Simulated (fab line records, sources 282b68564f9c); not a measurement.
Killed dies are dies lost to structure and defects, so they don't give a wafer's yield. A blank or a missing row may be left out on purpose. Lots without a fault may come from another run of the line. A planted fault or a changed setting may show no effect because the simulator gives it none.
fab line records | flow rit_cmos
record lots=7 wafers=21 last_day=7
route steps=202 shown SDANNEAL@155 PSD@157 NSD@158 PLDD@159 NLDD@160 SILICIDE@161
lots that met no fault: from a run of the same line without faults
start_h: hours from the record's first day to the start of the lot's first wafer shown | wait_h: hours since the lot's step before | " the same as in the row above | L1.1+2: a row that stands for several wafers | - no value, or no start given | * or withheld: withheld | < > ~ a bound
route shown NAME@n: a module of which the file shows steps, and the number in the route of the first | usual: mean/standard deviation of fault-free wafers | same: alike in all rows | chamber/n: place in a boat | sites: the reading at each site | _std_site: their standard deviation | _edge_site: outer sites' mean less inner sites' | radius_mm: how far each site lies from the wafer's centre | mask NAME#n: copy n | behind: the tool/chamber that last shaped the wafer | hold: why the lot was held/for how many hours/how that ended | device: the transistor (n, p or np) that didn't switch | end of line: the same wafers' tests at the end of the route | a step without rows: its recipe alone | killed: dies lost to structure and defects at the first sort, not the wafer's yield | map: a wafer's dies, x killed, . not, _ none there
set.NAME: the setting as run; set.NAME@STEP: as run at that earlier step | model.NAME: the simulator's own value behind a step, which no gauge read
lots at some steps of the route; a table a step, a row a wafer
services: from which hour (start_h, from the record's first day; less than 0 if before it) a tool's chamber was out of use, for how many hours, and why
## steps
# step RIT_SDANNEAL_CLEAN_02
# recipe chemistry=SC2 mix=3:3:50 time_s=600 temp_c=75 dry=n2_spin
# step RIT_SDANNEAL_RTA_03
# recipe temp_c=1050 time_s=5 idle_temp_c=600 ramp_up_c_per_s=342 ramp_down_c_per_s=171 cool_to_c=600 ambient=N2
# usual anneal_temp_c_max=1054.8/2.1 chamber_o2_ppm=1.999/0.021 wafer_temp_C_max=1053.5/1.1
# columns lot.wafer tool chamber start_h wait_h anneal_temp_c_max chamber_o2_ppm wafer_temp_C_max
L554.1 rtp_anneal-01 0 79.86 0.0 1052.3 1.981 1054.6
L554.3 " 0 " " 1052.7 1.952 1053.2
L554.4 " 0 " " 1054.1 1.976 1054.4
L557.1 rtp_anneal-02 0 95.71 0.0 1056.8 1.979 1056.1
L557.2 " 0 " " 1057.5 1.960 1054.6
L557.4 " 0 " " 1055.8 1.983 1053.4
L559.1 rtp_anneal-02 0 104.03 0.0 1057.0 2.001 1053.9
L559.5 " 0 " " 1054.3 1.993 1051.3
L559.6 " 0 " " 1055.7 1.980 1052.7
L563.2 rtp_anneal-02 0 124.00 0.0 1057.4 1.997 1054.5
L563.3 " 0 " " 1055.9 2.004 1054.1
L563.5 " 0 " " 1056.2 1.984 1053.4
L564.1 rtp_anneal-01 0 129.71 0.0 1052.1 1.964 1053.7
L564.5 " 0 " " 1052.2 1.980 1052.8
L564.6 " 0 " " 1053.2 1.992 1051.8
L565.4 rtp_anneal-02 0 135.80 0.0 1058.2 2.026 1052.8
L565.5 " 0 " " 1055.2 2.020 1054.2
L565.6 " 0 " " 1055.9 2.007 1052.8
L568.3 rtp_anneal-01 0 151.16 0.0 1051.9 1.978 1053.7
L568.5 " 0 " " 1052.2 1.974 1052.2
L568.6 " 0 " " 1052.2 2.003 1053.0
# step RIT_SDANNEAL_RS_MEAS_04
# recipe thk_meas_gauge=four-point-probe
# usual PSD_RS=115.7/0.34
# columns lot.wafer tool chamber start_h wait_h PSD_RS[ohm/sq]
L554.1 film_metro-03 - 79.92 0.0 115.9
L554.3 " - " " 115.9
L554.4 " - " " 115.8
L557.1 film_metro-03 - 95.77 0.0 115.6
L557.2 " - " " 115.2
L557.4 " - " " 115.6
L559.1 film_metro-02 - 104.09 0.0 115.4
L559.5 " - " " 115.8
L559.6 " - " " 116.0
L563.2 film_metro-02 - 124.07 0.1 115.8
L563.3 " - " " 116.0
L563.5 " - " " 116.2
L564.1 film_metro-03 - 129.77 0.0 115.4
L564.5 " - " " 115.8
L564.6 " - " " 115.3
L565.4 film_metro-02 - 135.89 0.1 115.6
L565.5 " - " " 115.7
L565.6 " - " " 115.5
L568.3 film_metro-01 - 151.24 0.1 115.8
L568.5 " - " " 115.8
L568.6 " - " " 115.9
# step RIT_SDANNEAL_RS_MEAS_05
# recipe thk_meas_gauge=four-point-probe
# usual NSD_RS=84.4/0.35
# columns lot.wafer tool chamber start_h wait_h NSD_RS[ohm/sq]
L554.1 film_metro-03 - 80.04 0.1 84.1
L554.3 " - " " 84.0
L554.4 " - " " 84.3
L557.1 film_metro-03 - 95.89 0.1 84.8
L557.2 " - " " 84.9
L557.4 " - " " 85.0
L559.1 film_metro-02 - 104.21 0.1 84.4
L559.5 " - " " 84.4
L559.6 " - " " 84.0
L563.2 film_metro-02 - 124.19 0.1 84.4
L563.3 " - " " 84.6
L563.5 " - " " 84.2
L564.1 film_metro-03 - 129.89 0.1 84.5
L564.5 " - " " 84.5
L564.6 " - " " 84.0
L565.4 film_metro-02 - 136.01 0.1 83.9
L565.5 " - " " 83.9
L565.6 " - " " 83.9
L568.3 film_metro-01 - 151.36 0.1 84.0
L568.5 " - " " 84.1
L568.6 " - " " 83.7
# step RIT_SDANNEAL_RS_MEAS_06
# recipe thk_meas_gauge=four-point-probe
# usual PLDD_RS=178.3/0.51
# columns lot.wafer tool chamber start_h wait_h PLDD_RS[ohm/sq]
L554.1 film_metro-03 - 80.16 0.1 178.4
L554.3 " - " " 178.5
L554.4 " - " " 178.0
L557.1 film_metro-03 - 96.01 0.1 178.3
L557.2 " - " " 178.4
L557.4 " - " " 178.8
L559.1 film_metro-02 - 104.33 0.1 178.0
L559.5 " - " " 178.1
L559.6 " - " " 178.6
L563.2 film_metro-02 - 124.31 0.1 178.7
L563.3 " - " " 178.5
L563.5 " - " " 178.8
L564.1 film_metro-03 - 130.01 0.1 178.7
L564.5 " - " " 178.9
L564.6 " - " " 178.7
L565.4 film_metro-02 - 136.13 0.1 178.1
L565.5 " - " " 178.4
L565.6 " - " " 177.9
L568.3 film_metro-01 - 151.48 0.1 178.3
L568.5 " - " " 178.7
L568.6 " - " " 178.3
# step RIT_SDANNEAL_RS_MEAS_07
# recipe thk_meas_gauge=four-point-probe
# usual NLDD_RS=151.2/0.51
# columns lot.wafer tool chamber start_h wait_h NLDD_RS[ohm/sq]
L554.1 film_metro-03 - 80.28 0.1 151.2
L554.3 " - " " 151.0
L554.4 " - " " 150.9
L557.1 film_metro-03 - 96.13 0.1 150.7
L557.2 " - " " 150.6
L557.4 " - " " 151.0
L559.1 film_metro-02 - 104.45 0.1 150.6
L559.5 " - " " 150.8
L559.6 " - " " 151.1
L563.2 film_metro-02 - 124.43 0.1 151.5
L563.3 " - " " 151.6
L563.5 " - " " 151.1
L564.1 film_metro-03 - 130.13 0.1 151.6
L564.5 " - " " 150.9
L564.6 " - " " 151.3
L565.4 film_metro-02 - 136.25 0.1 151.7
L565.5 " - " " 151.6
L565.6 " - " " 151.5
L568.3 film_metro-01 - 151.60 0.1 150.8
L568.5 " - " " 151.1
L568.6 " - " " 150.9
# step RIT_SILICIDE_WET_ETCH_00
# recipe chemistry=BOE target=SiO2 target_depth_nm=14 time_s=15 dry=n2_spin dilution=10:1 temp_c=21.5
# step RIT_SILICIDE_SPUTTER_01
# recipe material=Ti target_thk_nm=30 power_w=350 chamber_pressure_pa=0.667 gas=Ar time_s=231.8 substrate_temp_c=25
# usual throttle_valve_pct=29.4/0.59
# columns lot.wafer tool chamber start_h wait_h throttle_valve_pct
L554.1 pvd_sputter-03 - 80.41 0.0 29.6
L554.3 " - " " 29.0
L554.4 " - " " 29.1
L557.1 pvd_sputter-02 - 96.26 0.0 29.1
L557.2 " - " " 28.3
L557.4 " - " " 29.6
L559.1 pvd_sputter-02 - 104.58 0.0 28.1
L559.5 " - " " 29.4
L559.6 " - " " 30.0
L563.2 pvd_sputter-02 - 124.54 0.0 30.0
L563.3 " - " " 28.9
L563.5 " - " " 28.3
L564.1 pvd_sputter-03 - 130.27 0.0 29.1
L564.5 " - " " 30.4
L564.6 " - " " 29.0
L565.4 pvd_sputter-02 - 136.32 0.0 28.9
L565.5 " - " " 28.3
L565.6 " - " " 29.1
L568.3 pvd_sputter-03 - 151.69 0.0 29.6
L568.5 " - " " 29.3
L568.6 " - " " 30.4
# step RIT_SILICIDE_RS_MEAS_02
# recipe thk_meas_gauge=four-point-probe reads=Ti_of_SILICIDE_SPUTTER_01
# usual SILICIDE_TI_RS=50.6/0.52
# columns lot.wafer tool chamber start_h wait_h SILICIDE_TI_RS[ohm/sq]
L554.1 film_metro-01 - 80.56 0.1 50.0
L554.3 " - " " 50.3
L554.4 " - " " 51.0
L557.1 film_metro-04 - 96.41 0.1 51.5
L557.2 " - " " 52.0
L557.4 " - " " 51.5
L559.1 film_metro-03 - 104.73 0.1 51.0
L559.5 " - " " 50.3
L559.6 " - " " 50.6
L563.2 film_metro-03 - 124.71 0.1 50.7
L563.3 " - " " 50.5
L563.5 " - " " 51.6
L564.1 film_metro-04 - 130.42 0.1 51.6
L564.5 " - " " 50.7
L564.6 " - " " 51.4
L565.4 film_metro-03 - 136.53 0.1 50.2
L565.5 " - " " 51.5
L565.6 " - " " 50.3
L568.3 film_metro-03 - 151.88 0.1 50.4
L568.5 " - " " 51.0
L568.6 " - " " 50.9
# step RIT_SILICIDE_THK_MEAS_03
# recipe thk_meas_gauge=xrf reads=Ti_of_SILICIDE_SPUTTER_01
# usual SILICIDE_TI_THK=28.88/0.25
# columns lot.wafer tool chamber start_h wait_h SILICIDE_TI_THK[nm]
L554.1 film_metro-01 - 80.68 0.1 28.95
L554.3 " - " " 28.78
L554.4 " - " " 28.74
L557.1 film_metro-04 - 96.53 0.1 28.31
L557.2 " - " " 28.34
L557.4 " - " " 28.47
L559.1 film_metro-03 - 104.85 0.1 28.73
L559.5 " - " " 29.08
L559.6 " - " " 28.87
L563.2 film_metro-03 - 124.82 0.1 28.78
L563.3 " - " " 28.98
L563.5 " - " " 28.41
L564.1 film_metro-04 - 130.54 0.1 28.49
L564.5 " - " " 28.98
L564.6 " - " " 28.62
L565.4 film_metro-03 - 136.62 0.1 29.12
L565.5 " - " " 28.40
L565.6 " - " " 29.04
L568.3 film_metro-03 - 151.98 0.1 28.99
L568.5 " - " " 28.82
L568.6 " - " " 28.93
# step RIT_SILICIDE_RTA_04
# recipe temp_c=650 time_s=10 idle_temp_c=25 ramp_up_s=5 ramp_down_s=5 cool_to_c=25 ambient=N2
# usual anneal_temp_c_max=653.1/1.4 chamber_o2_ppm=2.007/0.018 wafer_temp_C_max=652.9/0.62
# columns lot.wafer tool chamber start_h wait_h anneal_temp_c_max chamber_o2_ppm wafer_temp_C_max
L554.1 rtp_anneal-02 0 80.74 0.1 653.9 2.016 652.9
L554.3 " 0 " " 653.6 1.990 653.1
L554.4 " 0 " " 655.4 2.002 652.6
L557.1 rtp_anneal-01 0 96.59 0.1 653.1 1.995 651.8
L557.2 " 0 " " 652.2 2.002 651.7
L557.4 " 0 " " 651.8 2.002 652.4
L559.1 rtp_anneal-01 0 104.91 0.1 651.3 2.012 652.4
L559.5 " 0 " " 651.8 1.976 652.8
L559.6 " 0 " " 652.3 1.989 652.4
L563.2 rtp_anneal-01 0 124.89 0.1 652.0 1.995 653.0
L563.3 " 0 " " 651.5 2.022 652.6
L563.5 " 0 " " 651.3 2.009 652.9
L564.1 rtp_anneal-02 0 130.60 0.1 653.4 1.990 653.0
L564.5 " 0 " " 654.7 2.015 653.1
L564.6 " 0 " " 655.5 2.019 652.6
L565.4 rtp_anneal-01 0 136.69 0.1 651.1 2.009 652.6
L565.5 " 0 " " 651.8 2.011 651.9
L565.6 " 0 " " 651.0 1.999 652.3
L568.3 rtp_anneal-02 0 152.04 0.1 654.5 2.005 652.9
L568.5 " 0 " " 654.2 2.003 652.0
L568.6 " 0 " " 654.3 2.009 653.0
# step RIT_SILICIDE_WET_ETCH_05
# recipe chemistry=SPM target=Ti temp_c=90 time_s=120 dry=n2_spin
# step RIT_SILICIDE_RTA_06
# recipe temp_c=750 time_s=10 idle_temp_c=25 ramp_up_s=5 ramp_down_s=10 cool_to_c=25 ambient=N2
# usual anneal_temp_c_max=753.5/1.6 chamber_o2_ppm=1.995/0.021 wafer_temp_C_max=753.2/0.69
# columns lot.wafer tool chamber start_h wait_h anneal_temp_c_max chamber_o2_ppm wafer_temp_C_max
L554.1 rtp_anneal-01 0 80.85 0.0 752.0 2.000 752.9
L554.3 " 0 " " 752.1 1.990 753.1
L554.4 " 0 " " 752.0 1.982 752.7
L557.1 rtp_anneal-02 0 96.70 0.0 754.4 2.010 753.2
L557.2 " 0 " " 756.2 1.999 753.8
L557.4 " 0 " " 755.8 2.009 753.5
L559.1 rtp_anneal-02 0 105.02 0.0 754.1 2.044 753.3
L559.5 " 0 " " 754.3 1.970 753.7
L559.6 " 0 " " 754.9 2.015 752.5
L563.2 rtp_anneal-02 - 124.99 0.0 - - -
L563.3 " - " " - - -
L563.5 " - " " - - -
L564.1 rtp_anneal-01 - 130.71 0.0 - - -
L564.5 " - " " - - -
L564.6 " - " " - - -
L565.4 rtp_anneal-02 - 136.79 0.0 - - -
L565.5 " - " " - - -
L565.6 " - " " - - -
L568.3 rtp_anneal-01 0 152.15 0.0 752.8 2.016 752.5
L568.5 " 0 " " 752.2 2.008 753.8
L568.6 " 0 " " 752.0 2.009 753.1
## services
# columns tool chamber start_h hours kind
pvd_sputter-02 - 70.21 3.2 repair
rtp_anneal-01 - 142.21 6.5 pm
## key
first_sign step=RIT_SILICIDE_RTA_06 reading=tool_record direction=missing
effect none on later readings
met_at RIT_SILICIDE_RTA_06
struck_wafers L563.2,L563.3,L563.5,L564.1,L564.5,L564.6,L565.4,L565.5,L565.6
later_rows_left_out L563.2,L563.3,L563.5,L564.1,L564.5,L564.6,L565.4,L565.5,L565.6
sort_left_out L563.2,L563.3,L563.5,L564.1,L564.5,L564.6,L565.4,L565.5,L565.6
tester_left_out L563,L564,L565
onset_between 105.02 124.99
fault kind=skipped_step_whole tool=rtp_anneal-01,rtp_anneal-02 chamber=- onset_h=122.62 steps=RIT_SILICIDE_RTA_06 scope=struck_lots_only
# tester_left_out: of these lots the tester's yield and bins aren't shown, on N5 and GAA mostly nor the transistor test; their killed dies are dies lost to structure and defects alone, not to doping, threshold or leakage, so they don't give the yield
# sort_left_out: the simulated sort isn't trusted on such a fault, so these wafers' sort isn't shown, and their yield isn't known
# later_rows_left_out: the simulator's readings of these wafers behind a module that went badly wrong aren't trusted and aren't shown, but for the sort
